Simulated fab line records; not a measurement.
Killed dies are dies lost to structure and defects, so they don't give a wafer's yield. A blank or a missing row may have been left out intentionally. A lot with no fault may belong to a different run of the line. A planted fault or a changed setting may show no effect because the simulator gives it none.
Which tool was responsible? :: flow rit_cmos :: 14 lots, 42 wafers sampled, at 2 steps of a route of 202

WHAT THE GAUGES READ, wafer by wafer
Not one reading of a measure or inspect step in the record can be checked against a usual standard deviation.

WHICH TOOL RAN EACH LOT (tool, then ch and the chambers of the sampled wafers, then the start)
lot: L138
RIT_NLDD_SOFTBAKE_02: litho_track-02 ch 0, day 2 19:44
RIT_M1_PROBE_99: -

lot: L139
RIT_NLDD_SOFTBAKE_02: litho_track-03 ch 0, day 2 22:14
RIT_M1_PROBE_99: -

lot: L140
RIT_NLDD_SOFTBAKE_02: litho_track-02 ch 0, day 3 02:01
RIT_M1_PROBE_99: -

lot: L141
RIT_NLDD_SOFTBAKE_02: litho_track-02 ch 0, day 3 07:16
RIT_M1_PROBE_99: -

lot: L142
RIT_NLDD_SOFTBAKE_02: litho_track-02 ch 0, day 3 12:20
RIT_M1_PROBE_99: -

lot: L143
RIT_NLDD_SOFTBAKE_02: litho_track-03 ch 0, day 3 19:45
RIT_M1_PROBE_99: -

lot: L144
RIT_NLDD_SOFTBAKE_02: litho_track-01 ch 0, day 3 22:50
RIT_M1_PROBE_99: -

lot: L145
RIT_NLDD_SOFTBAKE_02: litho_track-03 ch 0, day 4 05:17
RIT_M1_PROBE_99: -

lot: L146
RIT_NLDD_SOFTBAKE_02: litho_track-01 ch 0, day 4 07:52
RIT_M1_PROBE_99: prober-02, day 5 00:56

lot: L153
RIT_NLDD_SOFTBAKE_02: litho_track-02 ch 0, day 5 21:02
RIT_M1_PROBE_99: -

lot: L156
RIT_NLDD_SOFTBAKE_02: litho_track-02 ch 0, day 6 10:12
RIT_M1_PROBE_99: -

lot: L157
RIT_NLDD_SOFTBAKE_02: litho_track-03 ch 0, day 6 16:26
RIT_M1_PROBE_99: -

lot: L158
RIT_NLDD_SOFTBAKE_02: litho_track-03 ch 0, day 6 19:50
RIT_M1_PROBE_99: -

lot: L161
RIT_NLDD_SOFTBAKE_02: litho_track-03 ch 0, day 7 12:02
RIT_M1_PROBE_99: -
- RIT_NLDD_SOFTBAKE_02: time 60 s.
- RIT_M1_PROBE_99

WHAT THE TOOLS THEMSELVES READ (means of the sampled wafers that have a number; where no wafer has one, the mark that the record gives instead)
RIT_NLDD_SOFTBAKE_02. Usual: heater_power_total_W 34.57 W, standard deviation 0.048; plate_temp_C 89.98 C, standard deviation 0.12.
lot: L138
tool: litho_track-02
heater_power_total_W (W): 34.53
plate_temp_C (C): 89.92
flag: 

lot: L139
tool: litho_track-03
heater_power_total_W (W): 34.54
plate_temp_C (C): 89.97
flag: 

lot: L140
tool: litho_track-02
heater_power_total_W (W): 34.55
plate_temp_C (C): 89.88
flag: 

lot: L141
tool: litho_track-02
heater_power_total_W (W): 34.61
plate_temp_C (C): 89.89
flag: 

lot: L142
tool: litho_track-02
heater_power_total_W (W): 34.56
plate_temp_C (C): 90.00
flag: 

lot: L143
tool: litho_track-03
heater_power_total_W (W): 34.57
plate_temp_C (C): 89.82
flag: 

lot: L144
tool: litho_track-01
heater_power_total_W (W): 34.56
plate_temp_C (C): 89.94
flag: 

lot: L145
tool: litho_track-03
heater_power_total_W (W): 34.58
plate_temp_C (C): 90.01
flag: 

lot: L146
tool: litho_track-01
heater_power_total_W (W): 34.55
plate_temp_C (C): 90.04
flag: 

lot: L153
tool: litho_track-02
heater_power_total_W (W): 34.22
plate_temp_C (C): 89.60
flag: OFF

lot: L156
tool: litho_track-02
heater_power_total_W (W): 34.27
plate_temp_C (C): 89.41
flag: OFF

lot: L157
tool: litho_track-03
heater_power_total_W (W): 34.59
plate_temp_C (C): 89.85
flag: 

lot: L158
tool: litho_track-03
heater_power_total_W (W): 34.55
plate_temp_C (C): 89.97
flag: 

lot: L161
tool: litho_track-03
heater_power_total_W (W): 34.55
plate_temp_C (C): 89.86
flag: 

RIT_M1_PROBE_99. Usual: killed_at_M0_to_M3 0.0, standard deviation 0.083; killed_at_contacts 0.1, standard deviation 0.36; killed_at_front_end 7.2, standard deviation 2.9; killed_dies 7.4, standard deviation 2.9; killed_open 3.8, standard deviation 2; killed_short 3.5, standard deviation 2.
lot: L146
tool: prober-02
killed_at_M0_to_M3: 0.0
killed_at_contacts: 0.3
killed_at_front_end: 8.3
killed_dies: 8.7
killed_open: 6.0
killed_short: 2.7
flag: 

THE ANSWER, worked out from the rows above alone
Rule: a lot counts as off when the mean over its wafers that have a number is more than 3 standard deviations away from the usual mean. A lot without any number at a reading at which 4 lots or more have one is off too. Any other lot the step has rows for is counted as sound. First the gauges in route order, then the tools' own readings, where a lot's mean is used as printed above. The first step at which some lot is off is used, and at that step the reading that is off furthest; a lot without a number counts as furthest.
Off, at RIT_NLDD_SOFTBAKE_02 on heater_power_total_W: L153, L156.
If a tool, at that step or one of the process steps before it, ran each lot that is off and ran no sound lot following the first of them, it fits. One candidate fits, namely litho_track-02 at RIT_NLDD_SOFTBAKE_02. A fault onset in the window from L142 (day 3 12:20, its last sound lot) to L153 (day 5 21:02, its first lot off) fits.
The tool's own readings at RIT_NLDD_SOFTBAKE_02 bear it out: on the lots that are off they differ by more than 5 times the standard deviation of the sound lots' means. heater_power_total_W reads 34.25 W there against 34.56 W on the sound lots; plate_temp_C reads 89.50 C there against 89.93 C on the sound lots.

WHAT WAS PUT IN BY THE SIMULATOR
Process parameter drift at RIT_NLDD_SOFTBAKE_02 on litho_track-02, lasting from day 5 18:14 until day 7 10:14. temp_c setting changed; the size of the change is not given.
Lots struck among those shown: L153, L156. This agrees with what the rule above found.
